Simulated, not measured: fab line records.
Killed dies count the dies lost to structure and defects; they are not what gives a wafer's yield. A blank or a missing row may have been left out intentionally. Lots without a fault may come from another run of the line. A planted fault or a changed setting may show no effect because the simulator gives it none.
What tool caused it? -- flow berkeley-cmos170 -- 14 lots, 42 wafers sampled, at 1 step of a route of 331

WHAT EACH GAUGE READ, for each wafer
No reading from a measuring or inspecting step in the record can be judged against a usual standard deviation.

EACH LOT AND THE TOOL THAT RAN IT (in order: tool; ch and the chambers of the sampled wafers; start)
lot,UCB170_CONTACT_STRIP_06
L869,"plasma-asher-01 ch 0,1, day 6 22:15"
L871,"plasma-asher-01 ch 0,1, day 7 09:25"
L872,"plasma-asher-03 ch 0,1, day 7 10:46"
L873,"plasma-asher-02 ch 0,1, day 7 20:48"
L874,"plasma-asher-03 ch 0,1, day 8 09:53"
L880,"plasma-asher-01 ch 0,1, day 10 02:28"
L884,"plasma-asher-03 ch 0,1, day 10 14:15"
L885,"plasma-asher-01 ch 1, day 10 14:15"
L881,"plasma-asher-02 ch 0,1, day 10 14:17"
L888,"plasma-asher-03 ch 0,1, day 11 13:33"
L889,"plasma-asher-02 ch 0,1, day 11 15:37"
L890,"plasma-asher-01 ch 0,1, day 11 15:48"
L887,"plasma-asher-02 ch 0,1, day 11 16:06"
L891,"plasma-asher-02 ch 0,1, day 12 08:47"
- UCB170_CONTACT_STRIP_06: strips in O2.

WHAT THE TOOLS THEMSELVES READ (means of the sampled wafers that have a number; where no wafer has one, the mark that the record gives instead)
UCB170_CONTACT_STRIP_06. Usual: chamber-pressure-mTorr 3500 mTorr, standard deviation 3.1; drypump-motor-current-A 5.7 A, standard deviation 0.59; oes-product-au 0.735 a.u., standard deviation 0.0045; strip-time-to-endpoint-s 21.97 s, standard deviation 0.056.
lot,tool,chamber-pressure-mTorr (mTorr),drypump-motor-current-A (A),oes-product-au (a.u.),strip-time-to-endpoint-s (s),flag
L869,plasma-asher-01,3501,5.5,0.732,21.97,
L871,plasma-asher-01,3499,6.0,0.734,22.00,
L872,plasma-asher-03,3500,6.1,0.737,22.00,
L873,plasma-asher-02,-,-,-,-,OFF
L874,plasma-asher-03,-,-,-,-,OFF
L880,plasma-asher-01,3497,5.5,0.732,22.00,
L884,plasma-asher-03,3500,6.1,0.735,21.99,
L885,plasma-asher-01,3502,6.6,0.736,21.91,
L881,plasma-asher-02,3499,5.3,0.734,21.89,
L888,plasma-asher-03,3499,6.1,0.739,21.94,
L889,plasma-asher-02,3499,5.3,0.736,22.02,
L890,plasma-asher-01,3502,6.0,0.737,21.91,
L887,plasma-asher-02,3505,5.3,0.734,21.96,
L891,plasma-asher-02,3501,5.3,0.739,21.94,

THE ANSWER, worked out from the rows above alone
Rule: lot off if the mean of its wafers having a number is beyond 3 standard deviations from the usual mean. A lot without any number at a reading at which 4 lots or more have one is off too. The other lots that the step has rows for count as sound. First the gauges in route order, then the tools' own readings, where a lot's mean is used as printed above. At the first step where some lot is off, the reading lying furthest off is the one used; lots without a number count as furthest.
Off: L873, L874 (UCB170_CONTACT_STRIP_06, chamber-pressure-mTorr). Without a number there: L873, L874.
A tool fits if, at that step or a process step before it, it ran every lot that is off, and no sound lot after the first of them. None of those tried fits.

WHAT HAD BEEN PUT IN BY THE SIMULATOR
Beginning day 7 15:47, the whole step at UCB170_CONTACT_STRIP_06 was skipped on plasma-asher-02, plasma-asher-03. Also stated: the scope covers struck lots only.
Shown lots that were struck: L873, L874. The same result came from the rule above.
